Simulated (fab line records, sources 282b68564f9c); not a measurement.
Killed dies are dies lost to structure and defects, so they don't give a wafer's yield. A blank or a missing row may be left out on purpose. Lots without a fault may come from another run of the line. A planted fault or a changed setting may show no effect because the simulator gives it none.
Which tool did it? | flow rit_cmos | 14 lots, 42 wafers sampled, at 2 steps of a route of 202

WHAT THE GAUGES READ, wafer by wafer
RIT_ACTIVE_CD_MEAS_90: target cd 1400 nm. Usual: cd_nm 1400.4 nm, standard deviation 2.1.
lot  | measured    | on        | cd_nm (nm)           | flag
L360 | day 1 22:05 | cd_sem-01 | 1399.5 1398.6 1400.2 |
L361 | day 2 01:34 | cd_sem-01 | 1399.6 1399.4 1399.1 |
L362 | day 2 06:56 | cd_sem-01 | 1403.6 1401.1 1400.6 |
L363 | day 2 11:11 | cd_sem-01 | 1396.5 1397.1 1395.8 |
L364 | day 2 19:35 | cd_sem-01 | 1402.1 1400.9 1399.9 |
L365 | day 2 23:29 | cd_sem-01 | 1399.0 1398.0 1399.3 |
L367 | day 3 09:02 | cd_sem-02 | 1399.2 1399.9 1397.0 |
L369 | day 3 23:12 | cd_sem-02 | 1398.6 1400.3 1399.5 |
L371 | day 4 03:11 | cd_sem-02 | 1401.7 1403.5 1402.0 |
L374 | day 4 18:02 | cd_sem-02 | - - -                | OFF
L375 | day 4 23:10 | cd_sem-02 | - - -                | OFF
L379 | day 5 20:36 | cd_sem-02 | 1401.6 1402.4 1401.6 |
L381 | day 6 05:56 | cd_sem-01 | 1405.1 1402.4 1403.2 |
L382 | day 6 10:01 | cd_sem-01 | 1400.9 1400.2 1402.6 |

WHICH TOOL RAN EACH LOT (tool, then ch and the chambers of the sampled wafers, then the start)
lot  | RIT_ACTIVE_ETCH_13
L360 | rie_diel-04 ch 0,1,3, day 1 21:46
L361 | rie_diel-01 ch 1,2,3, day 2 01:13
L362 | rie_diel-04 ch 1,2,3, day 2 06:35
L363 | rie_diel-01 ch 0,1,3, day 2 10:53
L364 | rie_diel-04 ch 0,1,2, day 2 19:15
L365 | rie_diel-01 ch 0,1,3, day 2 23:10
L367 | rie_diel-04 ch 0,1,2, day 3 08:44
L369 | rie_diel-01 ch 0,3, day 3 22:54
L371 | rie_diel-03 ch 2,3, day 4 02:50
L374 | rie_diel-01 ch 0,1,2, day 4 17:43
L375 | rie_diel-04 ch 0,2, day 4 22:50
L379 | rie_diel-04 ch 0,1,3, day 5 20:17
L381 | rie_diel-03 ch 0,1,3, day 6 05:38
L382 | rie_diel-04 ch 0,2, day 6 09:43
- RIT_ACTIVE_ETCH_13: etches Si3N4 in SF6, stops on SiO2, time 210 s, target depth 210 nm.

WHAT THE TOOLS THEMSELVES READ (means of the sampled wafers that have a number; where no wafer has one, the mark that the record gives instead)
RIT_ACTIVE_ETCH_13. Usual: SF6_flow_sccm 200.0 sccm, standard deviation 0.62; chamber_pressure_mTorr 259.99 mTorr, standard deviation 0.22; drypump_motor_current_A 5.7 A, standard deviation 0.37; oes_product_au 0.816 a.u., standard deviation 0.011; throttle_valve_pct 7.50 %, standard deviation 0.12.
lot  | tool        | SF6_flow_sccm (sccm) | chamber_pressure_mTorr (mTorr) | drypump_motor_current_A (A) | oes_product_au (a.u.) | throttle_valve_pct (%) | flag
L360 | rie_diel-04 | 199.5                | 260.12                         | 5.8                         | 0.820                 | 7.50                   |
L361 | rie_diel-01 | 199.7                | 259.99                         | 5.6                         | 0.823                 | 7.42                   |
L362 | rie_diel-04 | 199.3                | 260.01                         | 5.7                         | 0.810                 | 7.55                   |
L363 | rie_diel-01 | 199.9                | 260.06                         | 5.9                         | 0.830                 | 7.52                   |
L364 | rie_diel-04 | 199.7                | 260.22                         | 5.5                         | 0.817                 | 7.55                   |
L365 | rie_diel-01 | 200.2                | 260.06                         | 6.0                         | 0.821                 | 7.52                   |
L367 | rie_diel-04 | 200.0                | 260.23                         | 5.5                         | 0.822                 | 7.55                   |
L369 | rie_diel-01 | 199.7                | 259.92                         | 5.8                         | 0.818                 | 7.56                   |
L371 | rie_diel-03 | 200.1                | 259.73                         | 5.4                         | 0.827                 | 7.43                   |
L374 | rie_diel-01 | -                    | -                              | -                           | -                     | -                      | OFF
L375 | rie_diel-04 | -                    | -                              | -                           | -                     | -                      | OFF
L379 | rie_diel-04 | 199.8                | 259.94                         | 5.8                         | 0.816                 | 7.50                   |
L381 | rie_diel-03 | 199.8                | 259.86                         | 6.1                         | 0.817                 | 7.51                   |
L382 | rie_diel-04 | 200.4                | 260.00                         | 5.3                         | 0.811                 | 7.48                   |

THE ANSWER, worked out from the rows above alone
Rule: a lot is off if the mean of its wafers that have a number lies more than 3 standard deviations from the usual mean. A lot without any number at a reading at which 4 lots or more have one is off too. The other lots that the step has rows for count as sound. The gauges are gone through in route order, then the tools' own readings, and for those a lot's mean is taken as printed above. The first step at which some lot is off is used, and at that step the reading that is off furthest; a lot without a number counts as furthest.
Off: L374, L375, at RIT_ACTIVE_CD_MEAS_90 (cd_nm). Without a number there: L374, L375.
A tool fits if, at a process step before that reading, it ran every lot that is off, and no sound lot after the first of them. The gauges at RIT_ACTIVE_CD_MEAS_90 aren't tried: what is off there is off at RIT_ACTIVE_ETCH_13 too, on other tools, and a gauge's error can't cause that. None of those tried fits.

WHAT THE SIMULATOR HAD PUT IN
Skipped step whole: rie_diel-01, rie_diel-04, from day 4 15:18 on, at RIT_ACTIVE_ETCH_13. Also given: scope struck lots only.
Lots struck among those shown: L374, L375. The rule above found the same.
